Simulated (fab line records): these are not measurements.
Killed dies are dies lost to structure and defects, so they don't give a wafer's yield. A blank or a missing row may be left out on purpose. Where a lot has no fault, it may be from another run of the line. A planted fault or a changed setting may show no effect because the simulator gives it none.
fab line records	flow berkeleyCmos170	part 1 of 2: steps 1 to 28 of 39
[record] lots = 5	wafers = 15	lastDay = 12
route steps=331 shown SDANNEAL@205 PSD@206 NSD@207 PLDD@208 NLDD@209 SILICIDE@210 CONTACT@216 M1@238
lots that met no fault: from a run of the same line without faults
startH: hours from the record's opening day to when the first of the lot's shown wafers began	waitH: hours elapsed since this lot's preceding step	" as in the row above	L1.1+2: a row that stands for several wafers	- value missing, or start not given	* or withheld: withheld	< > ~ a bound
route shown NAME@n: names a module that has steps shown in the file, with the first one's number in the route	usual: the fault-free wafers' mean and standard deviation	same: alike in all rows	chamber/n: place in a boat	sites: per-site readings	_std_site: the standard deviation of these	_edge_site: mean of outer sites minus mean of inner sites	radiusMm: for every site, how far away it sits from the centre of the wafer	mask NAME#n: copy n	behind: the tool/chamber that last shaped the wafer	hold: the reason the lot was held/the length of the hold in hours/how it ended	device: transistor that didn't switch, given as n, p or np	end of line: tests run on the same wafers once the route is complete	a step without rows: its recipe alone	killed: count of dies lost to structure and defects at first sort (not the wafer's yield)	map: a wafer's dies, marking killed ones x, the rest . and places with no die _
set.NAME: the setting as run; set.NAME@STEP: as run at that earlier step	model.NAME: the simulator's own value behind a step, which no gauge read
a table for each step, a row for each wafer; lots at some steps of the route
services: a tool's chamber out of use, with start hour (startH, from the record's first day; less than 0 if before it), hours out, and reason
[[steps]]
[step UCB170_SDANNEAL_RTA_01]
[recipe] tempC = 1050	timeS = 5	ambient = N2
[usual] lampPowerPct = 34.1/0.46	wafer_temp_C_max = 1055.1/1.3
lot.wafer	tool	chamber	startH	waitH	lampPowerPct	wafer_temp_C_max
L080.2	rtpAnneal-01	0	212.38	0.1	33.5	1055.2
L080.3	"	0	"	"	33.6	1055.9
L080.4	"	0	"	"	33.6	1055.7
L086.1	rtpAnneal-01	0	231.02	0.1	33.6	1057.4
L086.3	"	0	"	"	33.6	1054.3
L086.4	"	0	"	"	33.6	1054.5
L090.1	rtpAnneal-01	0	242.84	0.1	33.7	1054.4
L090.2	"	0	"	"	33.6	1055.6
L090.5	"	0	"	"	33.6	1055.4
L088.1	rtpAnneal-01	0	243.35	0.1	33.6	1056.3
L088.3	"	0	"	"	33.5	1056.3
L088.6	"	0	"	"	33.6	1055.2
L095.2	rtpAnneal-02	0	271.04	0.1	34.5	1054.5
L095.3	"	0	"	"	34.5	1054.9
L095.6	"	0	"	"	34.6	1053.6
[step UCB170_SDANNEAL_RS_MEAS_02]
[recipe] thkMeasGauge = four-point-probe
[usual] PSD_RS = 75.56/0.27
lot.wafer	tool	chamber	startH	waitH	PSD_RS[ohm/sq]
L080.2	filmMetro-02	-	212.45	0.1	75.92
L080.3	"	-	"	"	75.56
L080.4	"	-	"	"	75.63
L086.1	filmMetro-02	-	231.08	0.0	75.72
L086.3	"	-	"	"	75.86
L086.4	"	-	"	"	75.82
L090.1	filmMetro-02	-	242.90	0.0	75.63
L090.2	"	-	"	"	75.90
L090.5	"	-	"	"	75.55
L088.1	filmMetro-03	-	243.41	0.0	75.73
L088.3	"	-	"	"	75.80
L088.6	"	-	"	"	75.96
L095.2	filmMetro-02	-	271.11	0.1	75.63
L095.3	"	-	"	"	75.56
L095.6	"	-	"	"	75.64
[step UCB170_SDANNEAL_RS_MEAS_03]
[recipe] thkMeasGauge = four-point-probe
[usual] NSD_RS = 37.29/0.072
lot.wafer	tool	chamber	startH	waitH	NSD_RS[ohm/sq]
L080.2	filmMetro-02	-	212.57	0.1	37.41
L080.3	"	-	"	"	37.40
L080.4	"	-	"	"	37.35
L086.1	filmMetro-02	-	231.20	0.1	37.23
L086.3	"	-	"	"	37.28
L086.4	"	-	"	"	37.31
L090.1	filmMetro-02	-	243.02	0.1	37.30
L090.2	"	-	"	"	37.32
L090.5	"	-	"	"	37.27
L088.1	filmMetro-03	-	243.53	0.1	37.22
L088.3	"	-	"	"	37.16
L088.6	"	-	"	"	37.29
L095.2	filmMetro-02	-	271.23	0.1	37.39
L095.3	"	-	"	"	37.41
L095.6	"	-	"	"	37.40
[step UCB170_SDANNEAL_RS_MEAS_04]
[recipe] thkMeasGauge = four-point-probe
[usual] PLDD_RS = 1031.9/2.4
lot.wafer	tool	chamber	startH	waitH	PLDD_RS[ohm/sq]
L080.2	filmMetro-02	-	212.69	0.1	1029.9
L080.3	"	-	"	"	1034.7
L080.4	"	-	"	"	1034.9
L086.1	filmMetro-02	-	231.32	0.1	1033.3
L086.3	"	-	"	"	1035.1
L086.4	"	-	"	"	1032.6
L090.1	filmMetro-02	-	243.14	0.1	1035.6
L090.2	"	-	"	"	1034.5
L090.5	"	-	"	"	1031.3
L088.1	filmMetro-03	-	243.65	0.1	1028.6
L088.3	"	-	"	"	1027.2
L088.6	"	-	"	"	1030.0
L095.2	filmMetro-02	-	271.35	0.1	1033.8
L095.3	"	-	"	"	1030.9
L095.6	"	-	"	"	1036.8
[step UCB170_SDANNEAL_RS_MEAS_05]
[recipe] thkMeasGauge = four-point-probe
[usual] NLDD_RS = 616.3/1.4
lot.wafer	tool	chamber	startH	waitH	NLDD_RS[ohm/sq]
L080.2	filmMetro-02	-	212.81	0.1	614.1
L080.3	"	-	"	"	614.9
L080.4	"	-	"	"	613.7
L086.1	filmMetro-02	-	231.44	0.1	618.2
L086.3	"	-	"	"	619.1
L086.4	"	-	"	"	617.5
L090.1	filmMetro-02	-	243.26	0.1	619.5
L090.2	"	-	"	"	616.6
L090.5	"	-	"	"	618.4
L088.1	filmMetro-03	-	243.77	0.1	617.2
L088.3	"	-	"	"	618.2
L088.6	"	-	"	"	617.1
L095.2	filmMetro-02	-	271.47	0.1	615.8
L095.3	"	-	"	"	617.7
L095.6	"	-	"	"	618.1
[step UCB170_SILICIDE_PRE_CLEAN_00]
[recipe] gas = Ar	precleanEtchTimeS = 60
lot.wafer	tool	chamber	startH	waitH
L080.2+3+4	pvdSputter-02	-	212.91	0.1
L086.1+3+4	pvdSputter-02	-	231.56	0.1
L090.1+2+5	pvdSputter-02	-	243.38	0.1
L088.1+3+6	pvdSputter-04	-	243.89	0.1
L095.2+3+6	pvdSputter-04	-	271.57	0.1
[step UCB170_SILICIDE_SPUTTER_01]
[recipe] material = Ti	targetThkNm = 30	timeS = 25	powerW = 1500	chamberPressurePa = 0.5
[usual] throttleValvePct = 29.9/1.5
lot.wafer	tool	chamber	startH	waitH	throttleValvePct
L080.2	pvdSputter-02	-	212.97	0.0	26.8
L080.3	"	-	"	"	32.6
L080.4	"	-	"	"	29.7
L086.1	pvdSputter-02	-	231.62	0.0	26.5
L086.3	"	-	"	"	30.1
L086.4	"	-	"	"	29.9
L090.1	pvdSputter-02	-	243.45	0.0	26.4
L090.2	"	-	"	"	29.7
L090.5	"	-	"	"	26.6
L088.1	pvdSputter-04	-	243.96	0.0	31.4
L088.3	"	-	"	"	27.9
L088.6	"	-	"	"	31.5
L095.2	pvdSputter-04	-	271.63	0.0	31.6
L095.3	"	-	"	"	29.8
L095.6	"	-	"	"	31.2
[step UCB170_SILICIDE_RS_MEAS_02]
[recipe] thkMeasGauge = four-point-probe	reads = Ti_of_SILICIDE_SPUTTER_01
[usual] SILICIDE_TI_RS = 26.2/0.36
lot.wafer	tool	chamber	startH	waitH	SILICIDE_TI_RS[ohm/sq]
L080.2	filmMetro-01	-	213.02	0.0	26.4
L080.3	"	-	"	"	26.7
L080.4	"	-	"	"	26.3
L086.1	filmMetro-01	-	231.65	0.0	26.4
L086.3	"	-	"	"	26.0
L086.4	"	-	"	"	26.1
L090.1	filmMetro-01	-	243.48	0.0	26.9
L090.2	"	-	"	"	26.8
L090.5	"	-	"	"	27.2
L088.1	filmMetro-04	-	243.99	0.0	26.8
L088.3	"	-	"	"	25.7
L088.6	"	-	"	"	26.5
L095.2	filmMetro-01	-	271.69	0.0	26.7
L095.3	"	-	"	"	26.7
L095.6	"	-	"	"	26.5
[step UCB170_SILICIDE_THK_MEAS_03]
[recipe] thkMeasGauge = xrf	reads = Ti_of_SILICIDE_SPUTTER_01
[usual] SILICIDE_TI_THK = 29.6/0.37
lot.wafer	tool	chamber	startH	waitH	SILICIDE_TI_THK[nm]
L080.2	filmMetro-01	-	213.13	0.1	29.5
L080.3	"	-	"	"	29.3
L080.4	"	-	"	"	29.8
L086.1	filmMetro-01	-	231.77	0.1	29.3
L086.3	"	-	"	"	29.9
L086.4	"	-	"	"	29.7
L090.1	filmMetro-01	-	243.60	0.1	28.8
L090.2	"	-	"	"	29.0
L090.5	"	-	"	"	28.7
L088.1	filmMetro-04	-	244.11	0.1	29.1
L088.3	"	-	"	"	30.1
L088.6	"	-	"	"	29.2
L095.2	filmMetro-01	-	271.80	0.1	29.1
L095.3	"	-	"	"	29.2
L095.6	"	-	"	"	29.3
[step UCB170_SILICIDE_RTA_04]
[recipe] tempC = 650	timeS = 15	ambient = N2
[usual] lampPowerPct = 9.45/0.13	wafer_temp_C_max = 653.0/0.76
lot.wafer	tool	chamber	startH	waitH	lampPowerPct	wafer_temp_C_max
L080.2	rtpAnneal-02	0	213.20	0.1	9.58	652.7
L080.3	"	0	"	"	9.59	652.5
L080.4	"	0	"	"	9.58	653.2
L086.1	rtpAnneal-01	0	231.83	0.1	9.34	653.6
L086.3	"	0	"	"	9.33	653.8
L086.4	"	0	"	"	9.32	653.3
L090.1	rtpAnneal-01	0	243.66	0.1	9.33	653.8
L090.2	"	0	"	"	9.32	652.7
L090.5	"	0	"	"	9.34	654.0
L088.1	rtpAnneal-01	0	244.17	0.1	9.31	653.1
L088.3	"	0	"	"	9.33	652.7
L088.6	"	0	"	"	9.33	653.6
L095.2	rtpAnneal-01	0	271.87	0.1	9.33	652.7
L095.3	"	0	"	"	9.32	653.0
L095.6	"	0	"	"	9.32	653.4
[step UCB170_SILICIDE_WET_ETCH_05]
[recipe] chemistry = SPM	timeS = 45	tempC = 120	target = Ti
[usual] bathGuardTempC = 120.32/0.29
lot.wafer	tool	chamber	startH	waitH	bathGuardTempC
L080.2	wetBench-03	3	213.26	0.1	120.31
L080.3	"	3	"	"	120.96
L080.4	"	3	"	"	120.43
L086.1	wetBench-03	1	231.91	0.1	120.71
L086.3	"	1	"	"	120.74
L086.4	"	1	"	"	120.48
L090.1	wetBench-02	0	243.73	0.1	119.99
L090.2	"	0	"	"	120.21
L090.5	"	0	"	"	120.09
L088.1	wetBench-03	0	244.24	0.1	120.66
L088.3	"	0	"	"	120.49
L088.6	"	0	"	"	120.25
L095.2	wetBench-03	3	273.97	2.1	120.33
L095.3	"	3	"	"	120.11
L095.6	"	3	"	"	120.34
[step UCB170_CONTACT_CLEAN_00]
[recipe] chemistry = SPM	tempC = 120	timeS = 600
[usual] bathGuardTempC = 120.3/0.4
lot.wafer	tool	chamber	startH	waitH	bathGuardTempC
L080.2	wetBench-02	1	213.28	0.0	119.9
L080.3	"	1	"	"	119.5
L080.4	"	1	"	"	119.7
L086.1	wetBench-03	1	231.93	0.0	120.6
L086.3	"	1	"	"	120.9
L086.4	"	1	"	"	120.8
L090.1	wetBench-02	1	243.75	0.0	120.2
L090.2	"	1	"	"	120.0
L090.5	"	1	"	"	119.8
L088.1	wetBench-03	1	244.27	0.0	120.2
L088.3	"	1	"	"	120.4
L088.6	"	1	"	"	120.2
L095.2	wetBench-03	1	274.12	0.1	120.7
L095.3	"	1	"	"	120.7
L095.6	"	1	"	"	120.8
[step UCB170_CONTACT_CVD_01]
[recipe] material = PSG	targetThkNm = 700	tempC = 450	precursor = SiH4/O2/PH3	timeS = 2820	pressureMtorr = 300	sih4FlowSccm = 60	o2FlowSccm = 90	ph3FlowSccm = 25
[usual] o2FlowSccm = 89.97/0.26
lot.wafer	tool	chamber	startH	waitH	o2FlowSccm
L080.2	lpcvd-01	0	213.46	0.0	90.03
L080.3	"	0	"	"	89.83
L080.4	"	0	"	"	90.12
L086.1	lpcvd-01	0	232.11	0.0	89.68
L086.3	"	0	"	"	89.72
L086.4	"	0	"	"	89.75
L090.1	lpcvd-01	0	244.45	0.5	90.04
L090.2	"	0	"	"	90.24
L090.5	"	0	"	"	90.10
L088.1	lpcvd-01	0	246.24	1.8	89.64
L088.3	"	0	"	"	89.78
L088.6	"	0	"	"	89.93
L095.2	lpcvd-01	1	274.30	0.0	89.93
L095.3	"	1	"	"	89.85
L095.6	"	1	"	"	89.93
[step UCB170_CONTACT_THK_MEAS_02]
[recipe] reads = PSG_of_CONTACT_CVD_01
[usual] CONTACT_PSG_THK = 700/5.3
lot.wafer	tool	chamber	startH	waitH	CONTACT_PSG_THK[nm]
L080.2	filmMetro-02	-	216.14	0.0	704
L080.3	"	-	"	"	704
L080.4	"	-	"	"	707
L086.1	filmMetro-02	-	233.89	0.0	699
L086.3	"	-	"	"	704
L086.4	"	-	"	"	702
L090.1	filmMetro-01	-	246.24	0.0	701
L090.2	"	-	"	"	698
L090.5	"	-	"	"	703
L088.1	filmMetro-02	-	248.02	0.0	699
L088.3	"	-	"	"	704
L088.6	"	-	"	"	699
L095.2	filmMetro-01	-	276.09	0.0	711
L095.3	"	-	"	"	704
L095.6	"	-	"	"	709
[step UCB170_CONTACT_HMDS_03]
[recipe] primeTimeS = 60	primeTempC = 100
[usual] primeTempC = 100.00/0.13
lot.wafer	tool	chamber	startH	waitH	primeTempC
L080.2	lithoTrack-04	0	216.31	0.2	99.73
L080.3	"	0	"	"	99.64
L080.4	"	0	"	"	99.86
L086.1	lithoTrack-03	0	233.95	0.1	99.89
L086.3	"	0	"	"	99.75
L086.4	"	0	"	"	99.84
L090.1	lithoTrack-03	0	246.30	0.1	99.87
L090.2	"	0	"	"	99.90
L090.5	"	0	"	"	99.92
L088.1	lithoTrack-03	0	248.10	0.1	99.96
L088.3	"	0	"	"	99.95
L088.6	"	0	"	"	100.03
L095.2	lithoTrack-04	0	276.25	0.2	99.74
L095.3	"	0	"	"	99.98
L095.6	"	0	"	"	99.65
[step UCB170_CONTACT_COAT_04]
[recipe] resist = KrF	spinRpm = 1500	resistThkNm = 900
lot.wafer	tool	chamber	startH	waitH
L080.2+3+4	lithoTrack-04	0	216.46	0.1
L086.1+3+4	lithoTrack-03	0	234.10	0.1
L090.1+2+5	lithoTrack-03	0	246.45	0.1
L088.1+3+6	lithoTrack-03	0	248.25	0.1
L095.2+3+6	lithoTrack-04	0	276.40	0.1
[step UCB170_CONTACT_SOFTBAKE_05]
[recipe] resist = KrF	tempC = 130	timeS = 60
lot.wafer	tool	chamber	startH	waitH
L080.2+3+4	lithoTrack-04	0	216.61	0.1
L086.1+3+4	lithoTrack-03	0	234.25	0.1
L090.1+2+5	lithoTrack-03	0	246.60	0.1
L088.1+3+6	lithoTrack-03	0	248.40	0.1
L095.2+3+6	lithoTrack-04	0	276.55	0.1
[step UCB170_CONTACT_STRIP_06]
[recipe] chemistry = O2	powerW = 400	pressureMtorr = 3500	platenTempC = withheld	o2FlowSccm = 400	overashFraction = 0.5
[usual] drypumpMotorCurrentA = 6.32/0.22	o2FlowSccm = 400.0/1.2	oesProductAu = 0.734/0.0044	stripTimeToEndpointS = 21.95/0.066
lot.wafer	tool	chamber	startH	waitH	drypumpMotorCurrentA	o2FlowSccm	oesProductAu	rfHoursCounterH	stripTimeToEndpointS
L080.2	plasmaAsher-02	0	216.74	0.1	6.38	399.6	0.737	46	21.85
L080.3	"	0	"	"	6.38	402.4	0.726	-	21.85
L080.4	"	1	"	"	6.56	399.5	0.738	-	21.83
L086.1	plasmaAsher-03	1	234.40	0.1	5.77	401.0	0.736	12	21.88
L086.3	"	0	"	"	6.44	399.7	0.735	-	21.90
L086.4	"	1	"	"	5.78	402.3	0.728	-	21.88
L090.1	plasmaAsher-01	1	246.75	0.1	6.34	401.7	0.728	49	21.92
L090.2	"	0	"	"	6.21	400.6	0.732	49	21.89
L090.5	"	1	"	"	6.33	401.0	0.735	-	21.90
L088.1	plasmaAsher-01	1	248.55	0.1	6.34	400.8	0.732	49	21.88
L088.3	"	0	"	"	6.21	400.8	0.738	-	21.85
L088.6	"	0	"	"	6.19	399.3	0.733	-	21.88
L095.2	plasmaAsher-01	0	276.68	0.1	6.18	400.8	0.740	53	21.97
L095.3	"	1	"	"	6.36	401.5	0.739	-	22.05
L095.6	"	1	"	"	6.36	400.5	0.736	-	21.95
[step UCB170_CONTACT_CLEAN_07]
[recipe] chemistry = SPM	tempC = 120	timeS = 600
[usual] bathGuardTempC = 120.31/0.26
lot.wafer	tool	chamber	startH	waitH	bathGuardTempC
L080.2	wetBench-03	0	216.84	0.1	120.47
L080.3	"	0	"	"	120.07
L080.4	"	0	"	"	120.38
L086.1	wetBench-03	3	234.50	0.1	120.60
L086.3	"	3	"	"	120.78
L086.4	"	3	"	"	120.59
L090.1	wetBench-03	0	246.85	0.1	120.35
L090.2	"	0	"	"	120.72
L090.5	"	0	"	"	120.20
L088.1	wetBench-02	1	248.65	0.1	119.88
L088.3	"	1	"	"	119.98
L088.6	"	1	"	"	120.03
L095.2	wetBench-02	1	276.78	0.1	119.81
L095.3	"	1	"	"	119.37
L095.6	"	1	"	"	119.79
[step UCB170_CONTACT_RTA_08]
[recipe] tempC = 900	timeS = 10	ambient = N2
[usual] lampPowerPct = 22.08/0.3	wafer_temp_C_max = 904.3/1.3
lot.wafer	tool	chamber	startH	waitH	lampPowerPct	wafer_temp_C_max
L080.2	rtpAnneal-02	0	217.02	0.0	22.34	902.9
L080.3	"	0	"	"	22.35	903.3
L080.4	"	0	"	"	22.36	903.8
L086.1	rtpAnneal-01	0	234.69	0.0	21.76	904.1
L086.3	"	0	"	"	21.74	904.6
L086.4	"	0	"	"	21.75	906.9
L090.1	rtpAnneal-01	0	247.02	0.0	21.76	905.3
L090.2	"	0	"	"	21.77	904.4
L090.5	"	0	"	"	21.77	906.9
L088.1	rtpAnneal-01	0	248.83	0.0	21.78	904.0
L088.3	"	0	"	"	21.76	905.6
L088.6	"	0	"	"	21.74	905.8
L095.2	rtpAnneal-02	0	276.97	0.0	22.37	903.8
L095.3	"	0	"	"	22.39	904.7
L095.6	"	0	"	"	22.35	903.8
[step UCB170_CONTACT_COAT_09]
[recipe] resist = BARC	tempC = withheld	timeS = withheld	spinRpm = 3000	resistThkNm = withheld
lot.wafer	tool	chamber	startH	waitH
L080.2+3+4	lithoTrack-04	0	217.22	0.2
L086.1+3+4	lithoTrack-02	0	234.91	0.2
L090.1+2+5	lithoTrack-04	0	247.20	0.2
L088.1+3+6	lithoTrack-03	0	248.89	0.1
L095.2+3+6	lithoTrack-03	0	277.47	0.5
[step UCB170_CONTACT_COAT_10]
[recipe] resist = KrF	spinRpm = 1500	resistThkNm = 900
lot.wafer	tool	chamber	startH	waitH
L080.2+3+4	lithoTrack-04	0	-	-
L086.1+3+4	lithoTrack-02	0	-	-
L090.1+2+5	lithoTrack-04	0	-	-
L088.1+3+6	lithoTrack-03	0	-	-
L095.2+3+6	lithoTrack-03	0	-	-
[step UCB170_CONTACT_SOFTBAKE_11]
[recipe] resist = KrF	tempC = 130	timeS = 60
lot.wafer	tool	chamber	startH	waitH
L080.2+3+4	lithoTrack-04	0	-	-
L086.1+3+4	lithoTrack-02	0	-	-
L090.1+2+5	lithoTrack-04	0	-	-
L088.1+3+6	lithoTrack-03	0	-	-
L095.2+3+6	lithoTrack-03	0	-	-
[step UCB170_CONTACT_EXPOSE_12]
[recipe] maskId = CONT	targetCdNm = 700	na = 0.5	sigmaOuter = 0.6	sourceShape = conventional	doseMj = 35
lot.wafer	tool	chamber	startH	waitH	mask
L080.2+3+4	krfScanner-02	0	217.79	-	CONT#0
L086.1+3+4	krfScanner-02	0	235.48	-	CONT#0
L090.1+2+5	krfScanner-02	0	247.89	-	CONT#0
L088.1+3+6	krfScanner-01	0	249.47	-	CONT#0
L095.2+3+6	krfScanner-01	0	278.04	-	CONT#0
[step UCB170_CONTACT_PEB_13]
[recipe] pebTempC = 130	pebTimeS = withheld	resist = KrF
lot.wafer	tool	chamber	startH	waitH
L080.2+3+4	lithoTrack-03	0	217.92	0.1
L086.1+3+4	lithoTrack-04	0	235.76	0.3
L090.1+2+5	lithoTrack-02	0	248.04	0.1
L088.1+3+6	lithoTrack-04	0	249.58	0.1
L095.2+3+6	lithoTrack-04	0	278.16	0.1
[step UCB170_CONTACT_DEVELOP_14]
[recipe] developer = TMAH	developTimeS = 45	resist = KrF	devTempC = 21
lot.wafer	tool	chamber	startH	waitH
L080.2+3+4	lithoTrack-03	0	-	-
L086.1+3+4	lithoTrack-04	0	-	-
L090.1+2+5	lithoTrack-02	0	-	-
L088.1+3+6	lithoTrack-04	0	-	-
L095.2+3+6	lithoTrack-04	0	-	-
[step UCB170_CONTACT_CD_MEAS_15]
[recipe] targetCdNm = 700
[usual] cdNm = 700.4/1.4
lot.wafer	tool	chamber	startH	waitH	cdNm
L080.2	cdSem-02	-	218.19	-	697.9
L080.3	"	-	"	"	698.9
L080.4	"	-	"	"	697.0
L086.1	cdSem-02	-	236.03	-	699.5
L086.3	"	-	"	"	701.8
L086.4	"	-	"	"	701.0
L090.1	cdSem-02	-	248.31	-	702.8
L090.2	"	-	"	"	702.5
L090.5	"	-	"	"	701.2
L088.1	cdSem-01	-	249.86	-	701.2
L088.3	"	-	"	"	701.8
L088.6	"	-	"	"	701.5
L095.2	cdSem-02	-	278.43	-	700.1
L095.3	"	-	"	"	700.0
L095.6	"	-	"	"	700.1
[step UCB170_CONTACT_OVL_MEAS_16]
[usual] CONTACT_OVL = -2/5.8
lot.wafer	tool	chamber	startH	waitH	CONTACT_OVL[nm]
L080.2	overlay-01	-	218.29	0.1	-3
L080.3	"	-	"	"	0
L080.4	"	-	"	"	-3
L086.1	overlay-02	-	236.15	0.1	-13
L086.3	"	-	"	"	-14
L086.4	"	-	"	"	-12
L090.1	overlay-01	-	248.43	0.1	0
L090.2	"	-	"	"	0
L090.5	"	-	"	"	-6
L088.1	overlay-01	-	249.98	0.1	4
L088.3	"	-	"	"	-5
L088.6	"	-	"	"	5
L095.2	overlay-02	-	278.53	0.1	-6
L095.3	"	-	"	"	-5
L095.6	"	-	"	"	-10
